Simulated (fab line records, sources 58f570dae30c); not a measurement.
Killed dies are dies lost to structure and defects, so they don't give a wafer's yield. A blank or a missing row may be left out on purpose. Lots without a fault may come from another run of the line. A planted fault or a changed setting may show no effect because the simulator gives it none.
Which tool did it? | flow berkeley_cmos170 | 15 lots, 45 wafers sampled, at 2 steps of a route of 331

WHAT THE GAUGES READ, wafer by wafer
UCB170_PWELL_THK_MEAS_03.
lot  | measured    | on            | PWELL_OXIDE_THK (nm)
L312 | day 2 22:05 | film_metro-03 | 26.4 26.5 26.4
L313 | day 3 04:59 | film_metro-03 | 26.0 26.2 25.8
L315 | day 3 13:01 | film_metro-02 | 26.9 26.8 26.9
L316 | day 4 00:34 | film_metro-01 | 26.4 26.6 26.9
L317 | day 4 04:44 | film_metro-01 | 27.4 26.9 27.0
L318 | day 4 04:44 | film_metro-03 | 26.7 27.6 27.3
L319 | day 4 13:07 | film_metro-02 | 27.0 27.0 27.0
L321 | day 4 18:09 | film_metro-03 | 25.1 25.1 25.2
L323 | day 5 09:23 | film_metro-02 | 39.2 39.9 39.1
L324 | day 5 06:47 | film_metro-03 | 26.3 26.2 26.2
L325 | day 5 19:10 | film_metro-01 | 39.0 39.4 38.7
L326 | day 5 16:35 | film_metro-01 | 26.4 26.2 26.4
L330 | day 6 15:44 | film_metro-03 | 26.9 26.7 27.0
L333 | day 7 06:52 | film_metro-03 | 40.2 39.5 39.7
L335 | day 8 04:34 | film_metro-01 | 26.9 27.1 27.1

WHICH TOOL RAN EACH LOT (tool, then ch and the chambers of the sampled wafers, then the start)
lot  | UCB170_PWELL_OXIDATION_02
L312 | furnace-04 ch 0, day 2 20:44
L313 | furnace-04 ch 0, day 3 03:37
L315 | furnace-04 ch 0, day 3 11:40
L316 | furnace-01 ch 0, day 3 23:12
L317 | furnace-01 ch 0, day 4 03:23
L318 | furnace-01 ch 0, day 4 03:23
L319 | furnace-01 ch 0, day 4 11:44
L321 | furnace-04 ch 0, day 4 16:48
L323 | furnace-01 ch 0, day 5 05:26
L324 | furnace-01 ch 0, day 5 05:26
L325 | furnace-02 ch 0, day 5 15:08
L326 | furnace-02 ch 0, day 5 15:08
L330 | furnace-02 ch 0, day 6 14:22
L333 | furnace-01 ch 0, day 7 02:49
L335 | furnace-04 ch 0, day 8 03:13
- UCB170_PWELL_OXIDATION_02: target thk 26.4 nm, ox time 1260 s.

WHAT THE TOOLS THEMSELVES READ (means of the sampled wafers that have a number; where no wafer has one, the mark that the record gives instead)
The record holds no such reading with a usual standard deviation.

THE ANSWER, worked out from the rows above alone
Rule: what is usual is taken from the lots themselves. Put in order of their means at a reading, lots are off if they are a third of the lots or fewer, leave a main group of 4 or more, and stand apart from it by a gap of 3 or more times the standard deviation of the main group's means; of several such gaps the widest counts. A main group whose means are all the same, to the digits that the tables above print for the reading, isn't used. A lot without any number at a reading at which 4 lots or more have one is off too. The other lots that the step has rows for count as sound. The gauges are gone through in route order, then the tools' own readings, and for those a lot's mean is taken as printed above. The first step at which some lot is off is used, and at that step the reading that is off furthest; a lot without a number counts as furthest.
Off: L323, L325, L333, at UCB170_PWELL_THK_MEAS_03 (PWELL_OXIDE_THK). The main group: mean 26.6 nm, standard deviation 0.57.
A tool fits if, at a process step before that reading, it ran every lot that is off, and no sound lot after the first of them. The gauges at UCB170_PWELL_THK_MEAS_03 are tried like those tools. None of those tried fits.

WHAT THE SIMULATOR HAD PUT IN
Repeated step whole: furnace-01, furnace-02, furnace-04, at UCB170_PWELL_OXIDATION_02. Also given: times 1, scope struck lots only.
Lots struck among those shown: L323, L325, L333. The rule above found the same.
